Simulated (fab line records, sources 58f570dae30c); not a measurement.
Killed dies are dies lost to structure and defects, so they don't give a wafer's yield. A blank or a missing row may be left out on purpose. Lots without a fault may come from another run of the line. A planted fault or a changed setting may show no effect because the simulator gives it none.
A struck lot beside a sound one | flow berkeley_cmos170 | 13 steps out of a route of 331
Sound: wafers L969.1, L969.2, L969.6. Struck: wafers L979.3, L979.4, L979.5. The cause comes at the end.
At each step with rows: each side's tool, then ch and its chambers, then its first start. Under that, the readings that differ: sound wafers | struck wafers | difference of the means | sigmas: that difference in standard deviations of wafers without a fault.
alike: readings whose means differ by less than 2 such deviations, and words and numbers that are the same on both sides. not compared: withheld readings, readings that some wafer has no value for, bounds like >300 that may hide the same value, and numbers for which the record gives no deviation and whose values overlap.
The two part at a step that has a row with sigmas, a row that says differs or no value, or rows on one side only. Numbers that don't overlap but have no deviation are shown without sigmas and don't part them. A reading that every wafer of one side lacks parts them only if that side has two wafers or more.

UCB170_START_BOW_MEAS_00:
  sound on film_metro-02, day 2 21:00; struck on film_metro-02, day 4 23:02
  alike: INCOMING_BOW
then, 2 steps without rows for these wafers: UCB170_START_CLEAN_01 (cleans in dHF, time 60 s); UCB170_START_OXIDATION_02 (target thk 20 nm, ox time 1800 s).
UCB170_START_THK_MEAS_03:
  sound on film_metro-02, day 3 01:21; struck on film_metro-03, day 5 03:44
  alike: START_OXIDE_THK
then, 6 steps without rows for these wafers: UCB170_START_ANNEAL_04 (time 1200 s); UCB170_ZERO_HMDS_00 (prime time 60 s); UCB170_ZERO_COAT_01 (resist thk 900 nm); UCB170_ZERO_SOFTBAKE_02 (time 60 s); UCB170_ZERO_EXPOSE_03 (exposes mask PM MARKS, target cd 4000 nm); UCB170_ZERO_PEB_04.
UCB170_ZERO_DEVELOP_05: develop time 45 s.
  sound on litho_track-02 ch 0, day 3 05:00; struck on litho_track-03, day 5 10:00
  no value came back on the struck wafers for chill_plate_temp_C (C), develop_time_s (s), resist_line_temp_C (C); on the sound wafers chill_plate_temp_C (C) reads 22.85 22.93 22.98
  reading                               | sound             | struck            | difference | sigmas
  model.KrF_of_ZERO_COAT_01.thk_nm (nm) | 886.9 888.5 886.1 | 895.6 896.8 899.4 | +10.1      |
UCB170_ZERO_ETCH_06: etches SiO2 in CHF3/CF4/Ar, time 12 s.
  sound on rie_diel-03 ch 0,3, day 3 05:59; struck on rie_diel-04 ch 2,3, day 5 10:17
  reading               | sound             | struck            | difference | sigmas
  oes_product_au (a.u.) | 0.613 0.601 0.603 | 0.370 0.366 0.377 | -0.235     | -21
  alike: chamber_pressure_mTorr, drypump_motor_current_A, throttle_valve_pct
  not compared: rf_hours_counter_h
UCB170_ZERO_STRIP_07: strips in O2.
  sound on plasma_asher-01 ch 0,1, day 3 06:00; struck on plasma_asher-03 ch 0,1, day 5 10:20
  reading                      | sound             | struck            | difference | sigmas
  strip_time_to_endpoint_s (s) | 21.50 21.55 21.49 | 21.72 21.75 21.82 | +0.25      | +4
  alike: chamber_pressure_mTorr, drypump_motor_current_A, oes_product_au
  not compared: rf_hours_counter_h

WHERE THEY PART
First at UCB170_ZERO_DEVELOP_05; last, within this record, at UCB170_ZERO_STRIP_07.

WHY: what the simulator had put in
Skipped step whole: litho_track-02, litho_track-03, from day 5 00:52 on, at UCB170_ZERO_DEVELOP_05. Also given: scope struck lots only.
